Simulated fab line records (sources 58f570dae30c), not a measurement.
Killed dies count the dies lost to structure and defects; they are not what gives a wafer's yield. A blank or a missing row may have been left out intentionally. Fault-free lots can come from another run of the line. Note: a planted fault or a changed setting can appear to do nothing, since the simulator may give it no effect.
What tool caused it? | flow berkeley-cmos170 | 42 wafers from 14 lots sampled at 4 of the route's 331 steps

WHAT THE GAUGES SHOWED, per wafer
UCB170_PLDD_OVL_MEAS_07. Usual: for PLDD_OVL the level is -1 nm and the standard deviation is 5.5.
lot  | measured     | on         | PLDD_OVL (nm) | flag
L821 | day 7 08:26  | overlay-01 | 4 -1 4        |
L824 | day 7 21:23  | overlay-02 | 10 11 4       |
L823 | day 7 21:38  | overlay-01 | -5 5 3        |
L825 | day 7 21:53  | overlay-02 | -7 -3 1       |
L826 | day 8 12:33  | overlay-01 | -1 -6 -9      |
L829 | day 8 18:56  | overlay-01 | 1 -1 0        |
L830 | day 9 07:52  | overlay-02 | -6 3 -5       |
L834 | day 10 01:26 | overlay-01 | -11 -4 1      |
L835 | day 10 01:53 | overlay-02 | 0 -9 2        |
L839 | day 10 14:47 | overlay-02 | -14 -7 -11    |
L837 | day 10 15:02 | overlay-02 | -8 7 -5       |
L841 | day 11 13:18 | overlay-02 | 0 9 6         |
L843 | day 11 14:01 | overlay-01 | 2 -3 -5       |
L844 | day 11 20:42 | overlay-02 | -2 0 -7       |

UCB170_M1_OVL_MEAS_10. Usual: for M1_OVL the level is 2 nm and the standard deviation is 5.6.
lot  | measured     | on         | M1_OVL (nm) | flag
L821 | day 8 12:16  | overlay-01 | 5 1 2       |
L824 | day 8 20:07  | overlay-02 | 4 3 -1      |
L823 | day 8 20:06  | overlay-01 | 13 14 7     |
L825 | day 8 18:50  | overlay-02 | -1 -7 -7    |
L826 | day 9 13:14  | overlay-01 | 7 5 3       |
L829 | day 9 19:19  | overlay-02 | -4 -6 -7    |
L830 | day 10 09:49 | overlay-01 | 7 3 -1      |
L834 | day 10 23:34 | overlay-02 | 2 1 4       |
L835 | day 11 00:15 | overlay-02 | 2 7 3       |
L839 | day 11 11:53 | overlay-02 | 0 0 -3      |
L837 | day 11 13:44 | overlay-01 | 15 10 2     |
L841 | day 12 08:41 | overlay-02 | 4 1 0       |
L843 | day 12 10:04 | overlay-02 | -7 -4 3     |
L844 | day 12 23:13 | overlay-01 | 0 10 2      |

WHAT TOOL EACH LOT RAN ON (gives the tool, then ch and the chambers of the sampled wafers, and finally the start)
lot  | UCB170_SPACER_CVD_00            | UCB170_CONTACT_RTA_08
L821 | pecvd-01 ch 0,2, day 7 11:22    | rtp-anneal-02 ch 0, day 8 08:47
L824 | pecvd-04 ch 0,2, day 8 00:25    | rtp-anneal-01 ch 0, day 8 16:07
L823 | pecvd-01 ch 1,2, day 8 01:32    | rtp-anneal-02 ch 0, day 8 16:08
L825 | pecvd-02 ch 0,2, day 8 01:43    | rtp-anneal-01 ch 0, day 8 15:25
L826 | pecvd-04 ch 1,2, day 8 15:24    | rtp-anneal-01 ch 0, day 9 10:10
L829 | pecvd-02 ch 0,1,2, day 8 21:28  | rtp-anneal-01 ch 0, day 9 15:25
L830 | pecvd-04 ch 0,1, day 9 11:14    | rtp-anneal-01 ch 0, day 10 04:31
L834 | pecvd-02 ch 1,2, day 10 04:20   | rtp-anneal-01 ch 0, day 10 19:43
L835 | pecvd-01 ch 0,1,2, day 10 07:46 | rtp-anneal-02 ch 0, day 10 21:00
L839 | pecvd-04 ch 0,1,2, day 10 17:25 | rtp-anneal-02 ch 0, day 11 08:22
L837 | pecvd-01 ch 0,2, day 10 17:40   | rtp-anneal-02 ch 0, day 11 09:33
L841 | pecvd-01 ch 0,1, day 11 15:46   | rtp-anneal-02 ch 0, day 12 05:07
L843 | pecvd-01 ch 0,1, day 11 16:28   | rtp-anneal-02 ch 0, day 12 07:05
L844 | pecvd-02 ch 0,1,2, day 11 23:44 | rtp-anneal-02 ch 0, day 12 18:49
- UCB170_SPACER_CVD_00: deposits SiO2 from TEOS/O2, target thk 376 nm, time 47 s.
- UCB170_CONTACT_RTA_08: time 10 s.

AS READ BY THE TOOLS THEMSELVES (means over the sampled wafers that have a number; for cases with no such wafer, the mark the record gives instead)
UCB170_SPACER_CVD_00. Usual: heater-power-w at 261 W, with a standard deviation of 65.
lot  | tool     | heater-power-w (W) | flag
L821 | pecvd-01 | 321                |
L824 | pecvd-04 | 225                |
L823 | pecvd-01 | 211                |
L825 | pecvd-02 | 204                |
L826 | pecvd-04 | 299                |
L829 | pecvd-02 | 288                |
L830 | pecvd-04 | 271                |
L834 | pecvd-02 | 277                |
L835 | pecvd-01 | 266                |
L839 | pecvd-04 | 277                |
L837 | pecvd-01 | 271                |
L841 | pecvd-01 | 254                |
L843 | pecvd-01 | 235                |
L844 | pecvd-02 | 247                |

UCB170_CONTACT_RTA_08. Usual: chamber-o2-ppm 1.999, standard deviation 0.024; lamp-power-pct 27.4 %, standard deviation 2.5; wafer_temp_C_max 903.5, standard deviation 1.4.
lot  | tool          | chamber-o2-ppm | lamp-power-pct (%) | wafer_temp_C_max | flag
L821 | rtp-anneal-02 | 2.028          | 29.8               | 904.9            |
L824 | rtp-anneal-01 | 2.011          | 24.9               | 902.1            |
L823 | rtp-anneal-02 | 1.975          | 29.8               | 904.2            |
L825 | rtp-anneal-01 | 2.011          | 25.0               | 902.0            |
L826 | rtp-anneal-01 | 2.009          | 24.9               | 902.1            |
L829 | rtp-anneal-01 | 2.014          | 25.0               | 902.3            |
L830 | rtp-anneal-01 | 2.013          | 24.0               | 887.6            | OFF
L834 | rtp-anneal-01 | 2.000          | 24.0               | 887.4            | OFF
L835 | rtp-anneal-02 | 2.017          | 29.9               | 905.3            |
L839 | rtp-anneal-02 | 1.987          | 29.8               | 904.1            |
L837 | rtp-anneal-02 | 2.027          | 29.9               | 905.5            |
L841 | rtp-anneal-02 | 1.997          | 29.9               | 905.1            |
L843 | rtp-anneal-02 | 1.993          | 29.8               | 905.3            |
L844 | rtp-anneal-02 | 2.011          | 29.8               | 904.0            |

THE ANSWER, worked out from the rows above alone
Rule: a lot is off if the mean of its wafers that have a number lies more than 3 standard deviations from the usual mean. A lot without any number at a reading at which 4 lots or more have one is off too. The other lots that the step has rows for count as sound. First the gauges in route order, then the tools' own readings, where a lot's mean is used as printed above. At the first step where some lot is off, the reading lying furthest off is the one used; lots without a number count as furthest.
Off: L830, L834 (UCB170_CONTACT_RTA_08, wafer_temp_C_max).
If a tool, at that step or one of the process steps before it, ran each lot that is off and ran no sound lot following the first of them, it fits. One candidate fits, namely rtp-anneal-01 at UCB170_CONTACT_RTA_08. Its last sound lot is L829 (day 9 15:25), its first lot that is off L830 (day 10 04:31): a fault that began between those two fits.
The tool's own readings at UCB170_CONTACT_RTA_08 bear it out: on the lots that are off they differ by more than 5 times the standard deviation of the sound lots' means. wafer_temp_C_max reads 887.5 there against 903.9 on the sound lots.

WHAT THE SIMULATOR HAD PUT IN
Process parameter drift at UCB170_CONTACT_RTA_08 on rtp-anneal-01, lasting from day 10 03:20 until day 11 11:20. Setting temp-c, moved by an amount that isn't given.
Shown lots that were struck: L830, L834. The same result came from the rule above.
